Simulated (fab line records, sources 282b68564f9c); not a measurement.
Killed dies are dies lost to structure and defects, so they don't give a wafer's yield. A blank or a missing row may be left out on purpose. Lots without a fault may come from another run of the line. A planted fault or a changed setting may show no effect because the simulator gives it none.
Which tool did it? | flow rit_cmos | 14 lots, 42 wafers sampled, at 3 steps of a route of 202

WHAT THE GAUGES READ, wafer by wafer
RIT_SILICIDE_RS_MEAS_02: measures by four-point-probe. Usual: SILICIDE_TI_RS 48.2 ohm/sq, standard deviation 0.89.
lot  | measured    | on            | SILICIDE_TI_RS (ohm/sq) | flag
L752 | day 3 12:46 | film_metro-02 | 48.5 50.2 48.5          |
L753 | day 3 16:06 | film_metro-02 | 49.0 49.6 49.0          |
L754 | day 3 22:05 | film_metro-04 | 46.6 47.2 46.5          |
L755 | day 4 03:25 | film_metro-04 | 47.2 47.0 47.1          |
L756 | day 4 08:09 | film_metro-02 | 48.1 48.1 47.8          |
L757 | day 4 12:31 | film_metro-01 | 47.5 47.5 48.6          |
L758 | day 4 18:34 | film_metro-04 | 47.4 47.6 47.9          |
L759 | day 4 22:41 | film_metro-02 | 49.5 48.6 48.7          |
L760 | day 5 04:08 | film_metro-02 | 48.6 48.6 48.4          |
L764 | day 6 00:39 | film_metro-04 | 48.5 48.9 49.5          |
L767 | day 6 17:21 | film_metro-01 | 49.0 30.5 49.0          | OFF
L769 | day 7 00:40 | film_metro-04 | 48.2 30.3 48.2          | OFF
L770 | day 7 06:31 | film_metro-01 | 48.0 48.9 48.7          |
L772 | day 7 16:31 | film_metro-04 | 46.1 46.8 47.3          |

RIT_SILICIDE_THK_MEAS_03: measures by xrf. Usual: SILICIDE_TI_THK 29.8 nm, standard deviation 0.44.
lot  | measured    | on            | SILICIDE_TI_THK (nm) | flag
L752 | day 3 12:52 | film_metro-02 | 29.8 28.9 29.9       |
L753 | day 3 16:13 | film_metro-02 | 29.6 29.4 29.5       |
L754 | day 3 22:12 | film_metro-04 | 30.6 30.2 30.6       |
L755 | day 4 03:32 | film_metro-04 | 30.3 30.4 30.4       |
L756 | day 4 08:15 | film_metro-02 | 29.9 29.9 30.2       |
L757 | day 4 12:38 | film_metro-01 | 30.4 30.4 29.7       |
L758 | day 4 18:41 | film_metro-04 | 30.3 30.2 30.0       |
L759 | day 4 22:49 | film_metro-02 | 29.2 29.7 29.8       |
L760 | day 5 04:16 | film_metro-02 | 29.7 30.0 30.0       |
L764 | day 6 00:46 | film_metro-04 | 29.6 29.4 29.2       |
L767 | day 6 17:28 | film_metro-01 | 29.5 43.2 29.6       | OFF
L769 | day 7 00:46 | film_metro-04 | 29.8 43.1 30.0       | OFF
L770 | day 7 06:37 | film_metro-01 | 29.9 29.5 29.6       |
L772 | day 7 16:38 | film_metro-04 | 31.0 30.6 30.3       |

WHICH TOOL RAN EACH LOT (tool, then ch and the chambers of the sampled wafers, then the start)
lot  | RIT_SILICIDE_SPUTTER_01
L752 | pvd_sputter-01, day 3 12:35
L753 | pvd_sputter-04, day 3 15:57
L754 | pvd_sputter-01, day 3 21:56
L755 | pvd_sputter-04, day 4 03:15
L756 | pvd_sputter-01, day 4 07:58
L757 | pvd_sputter-04, day 4 12:21
L758 | pvd_sputter-01, day 4 18:25
L759 | pvd_sputter-04, day 4 22:32
L760 | pvd_sputter-01, day 5 03:58
L764 | pvd_sputter-04, day 6 00:29
L767 | pvd_sputter-04, day 6 17:11
L769 | pvd_sputter-04, day 7 00:28
L770 | pvd_sputter-01, day 7 06:20
L772 | pvd_sputter-01, day 7 16:22
- RIT_SILICIDE_SPUTTER_01: material Ti, target thk 30 nm, time 240 s.

WHAT THE TOOLS THEMSELVES READ (means of the sampled wafers that have a number; where no wafer has one, the mark that the record gives instead)
RIT_SILICIDE_SPUTTER_01. Usual: throttle_valve_pct 29.8 %, standard deviation 1.3.
lot  | tool           | throttle_valve_pct (%) | flag
L752 | pvd_sputter-01 | 29.7                   |
L753 | pvd_sputter-04 | 30.3                   |
L754 | pvd_sputter-01 | 29.6                   |
L755 | pvd_sputter-04 | 29.7                   |
L756 | pvd_sputter-01 | 29.2                   |
L757 | pvd_sputter-04 | 30.2                   |
L758 | pvd_sputter-01 | 29.5                   |
L759 | pvd_sputter-04 | 29.7                   |
L760 | pvd_sputter-01 | 30.7                   |
L764 | pvd_sputter-04 | 29.9                   |
L767 | pvd_sputter-04 | 29.7                   |
L769 | pvd_sputter-04 | 29.4                   |
L770 | pvd_sputter-01 | 29.3                   |
L772 | pvd_sputter-01 | 29.7                   |

THE ANSWER, worked out from the rows above alone
Rule: a lot is off if the mean of its wafers that have a number lies more than 3 standard deviations from the usual mean. A lot without any number at a reading at which 4 lots or more have one is off too. The other lots that the step has rows for count as sound. The gauges are gone through in route order, then the tools' own readings, and for those a lot's mean is taken as printed above. The first step at which some lot is off is used, and at that step the reading that is off furthest; a lot without a number counts as furthest.
Off: L767, L769, at RIT_SILICIDE_RS_MEAS_02 (SILICIDE_TI_RS).
A tool fits if, at a process step before that reading, it ran every lot that is off, and no sound lot after the first of them. The gauges at RIT_SILICIDE_RS_MEAS_02 are tried like those tools. One fits: pvd_sputter-04 at RIT_SILICIDE_SPUTTER_01. Its last sound lot is L764 (day 6 00:29), its first lot that is off L767 (day 6 17:11): a fault that began between those two fits.

WHAT THE SIMULATOR HAD PUT IN
Process parameter drift: pvd_sputter-04, from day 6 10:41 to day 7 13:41, at RIT_SILICIDE_SPUTTER_01. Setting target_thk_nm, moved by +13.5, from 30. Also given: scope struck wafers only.
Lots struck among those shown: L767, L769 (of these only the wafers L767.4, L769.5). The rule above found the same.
